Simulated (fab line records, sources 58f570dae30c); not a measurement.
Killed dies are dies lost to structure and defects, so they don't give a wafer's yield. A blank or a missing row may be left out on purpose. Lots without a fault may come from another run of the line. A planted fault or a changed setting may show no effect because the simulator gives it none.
One fault seen from 2 desks | flow berkeley_cmos170 | each desk has only its own numbers; what lay behind them comes last

THE TOOL OWNER'S DESK: plasma_asher-03
The tool's own readings at UCB170_V1_STRIP_15 (strips in O2): means of the sampled wafers that have a number, for each lot that ran on this tool. A lot is out of limits, marked OUT, if its mean lies more than 4 standard deviations from the usual mean; the brackets give that distance.
Columns: A = chamber_pressure_mTorr at UCB170_V1_STRIP_15, usual 3500 mTorr; B = drypump_motor_current_A at UCB170_V1_STRIP_15, usual 5.7 A; C = o2_flow_sccm at UCB170_V1_STRIP_15, usual 400.0 sccm; D = oes_product_au at UCB170_V1_STRIP_15, usual 0.722 a.u.; E = strip_time_to_endpoint_s at UCB170_V1_STRIP_15, usual 15.28 s
lot  | first seen here | A                      | B   | C     | D     | E
L593 | day 7 06:38     | 3501                   | 5.9 | 398.7 | 0.723 | 15.19
L596 | day 8 03:28     | 3500                   | 5.9 | 400.7 | 0.722 | 15.20
L597 | day 8 13:14     | 2797 (-99 or more) OUT | 6.1 | 400.9 | 0.722 | 15.17
L600 | day 8 22:27     | 2801 (-99 or more) OUT | 6.1 | 398.6 | 0.717 | 15.51
L613 | day 11 17:26    | 3500                   | 5.6 | 397.8 | 0.723 | 15.29
This desk's finding: out of limits on L597, L600; first on L597, day 8 13:14 (chamber_pressure_mTorr at UCB170_V1_STRIP_15). In limits: L593, L596, L613.

THE METROLOGY DESK
What the gauges read, lot by lot, whatever tool the lot ran on: means of the sampled wafers that have a number. A lot is out of limits, marked OUT, if its mean lies more than 4 standard deviations from the usual mean; the brackets give that distance.
Columns: A = cd_nm at UCB170_M1_CD_MEAS_90, usual 700.5 nm; B = cd_nm at UCB170_V1_CD_MEAS_90, usual 700.4 nm
lot  | first seen here | A     | B
L593 | day 6 21:53     | 699.2 | 698.8
L596 | day 7 17:23     | 698.2 | 702.7
L597 | day 8 04:37     | 700.3 | 701.7
L600 | day 8 16:08     | 701.2 | 699.6
L602 | day 9 06:01     | 698.1 | 702.0
L605 | day 9 22:41     | 697.5 | 701.0
L604 | day 9 22:44     | 703.2 | 699.8
L608 | day 10 11:49    | 699.7 | 699.2
L610 | day 10 15:43    | 700.0 | 698.8
L611 | day 11 05:32    | 700.9 | 700.7
L613 | day 11 11:27    | 702.5 | 702.1
L615 | day 11 15:37    | 701.5 | 698.9
L614 | day 11 18:32    | 703.4 | 698.6
L616 | day 11 18:48    | 701.3 | 700.1
This desk's finding: nothing out of limits on any of the 14 lots.

PUT TOGETHER
The tool owner's desk could have raised an alarm at day 8 13:14, on L597, L600.
The metrology desk saw nothing out of limits.
The metrology desk has L597, L600 on record, within its limits.
Of the lots named, all ran UCB170_V1_STRIP_15 on plasma_asher-03.

WHAT THE SIMULATOR HAD PUT IN
Process parameter drift: plasma_asher-03, from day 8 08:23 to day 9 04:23, at UCB170_V1_STRIP_15. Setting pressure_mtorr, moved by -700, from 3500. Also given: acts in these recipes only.
Lots struck among those shown: L597, L600.
Hours from the fault's start to each desk's first reading out of limits: the tool owner's desk, 5.
